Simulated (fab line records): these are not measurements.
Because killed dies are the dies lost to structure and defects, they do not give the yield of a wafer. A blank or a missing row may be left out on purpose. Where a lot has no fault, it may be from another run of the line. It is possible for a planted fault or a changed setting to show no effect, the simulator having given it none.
One fault seen from 2 desks	flow berkeley-cmos170	each desk holds nothing but its own numbers, with what lay behind them at the end

== AT THE TOOL OWNER'S DESK: lpcvd-02 ==
The tool's own readings at UCB170_GATE_CVD_04 (deposits poly-Si from SiH4, time 1440 s, target thk 214 nm): means of the sampled wafers that have a number, for each lot that ran on this tool. If a lot's mean is further than 4 standard deviations from the usual mean, the lot is out of limits and carries the mark OUT (the distance appears in the brackets).
Columns: A = pressure-mtorr at UCB170_GATE_CVD_04, usual 375.2 mTorr; B = sih4-flow-sccm at UCB170_GATE_CVD_04, usual 120.1 sccm
lot	first seen here	A	B
L201	day 5 20:15	374.9	120.5
L202	day 5 20:15	375.2	119.7
L203	day 6 03:27	375.9	119.9
L204	day 6 03:27	374.7	120.1
L205	day 6 10:55	374.4	120.1
L206	day 6 10:55	375.0	120.5
L207	day 6 10:55	375.4	120.0
L215	day 9 03:01	562.1 (+99 or more) OUT	119.8
L216	day 9 03:01	376.5	120.3
L217	day 9 03:01	375.4	120.1
This desk's verdict: out of limits on L215, starting with L215 at day 9 03:01 (pressure-mtorr at UCB170_GATE_CVD_04). In limits: L201, L202, L203, L204, L205, L206, L207, L216, L217.

== THE METROLOGY DESK ==
Lot by lot, what the gauges showed, no matter which tool ran the lot: averages of those sampled wafers that carry a number. If a lot's mean is further than 4 standard deviations from the usual mean, the lot is out of limits and carries the mark OUT (the distance appears in the brackets).
Columns: A = NVT_OVL at UCB170_NVT_OVL_MEAS_06, usual 1 nm; B = GATE_POLY_THK at UCB170_GATE_THK_MEAS_05, usual 213.1 nm; C = cd-nm at UCB170_GATE_CD_MEAS_90, usual 350.1 nm
lot	first seen here	A	B	C
L202	day 5 11:25	7	212.8	351.1
L201	day 5 11:38	5	211.5	350.5
L203	day 5 18:19	0	211.0	349.9
L204	day 5 18:38	11	212.4	350.2
L205	day 6 01:42	1	214.9	351.2
L207	day 6 01:56	3	209.5	349.5
L206	day 6 02:11	6	213.0	347.9
L215	day 8 13:40	-2	262.1 (+25) OUT	347.7
L216	day 8 13:49	3	213.6	351.0
L217	day 8 13:59	-3	211.0	349.6
L219	day 9 03:53	-2	210.8	348.0
L222	day 9 21:33	-5	214.8	350.6
L223	day 9 21:50	0	214.7	351.1
This desk's finding: out of limits on L215; first on L215, day 9 04:26 (GATE_POLY_THK at UCB170_GATE_THK_MEAS_05). In limits: L202, L201, L203, L204, L205, L207, L206, L216, L217, L219, L222, L223.

== TAKEN TOGETHER ==
At day 9 03:01, on L215, the tool owner's desk was in a position to raise an alarm.
At day 9 04:26 the metrology desk could have sounded an alarm, on L215.
The lots listed all ran UCB170_GATE_CVD_04 on lpcvd-02.

== WHAT HAD BEEN PUT IN BY THE SIMULATOR ==
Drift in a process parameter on lpcvd-02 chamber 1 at UCB170_GATE_CVD_04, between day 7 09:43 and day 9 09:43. From 375, the setting pressure-mtorr moved by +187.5. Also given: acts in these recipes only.
Lots struck among those shown: L215.
Time in hours from fault onset to the first out-of-limits reading at each desk: tool owner's desk 41, metrology desk 43.
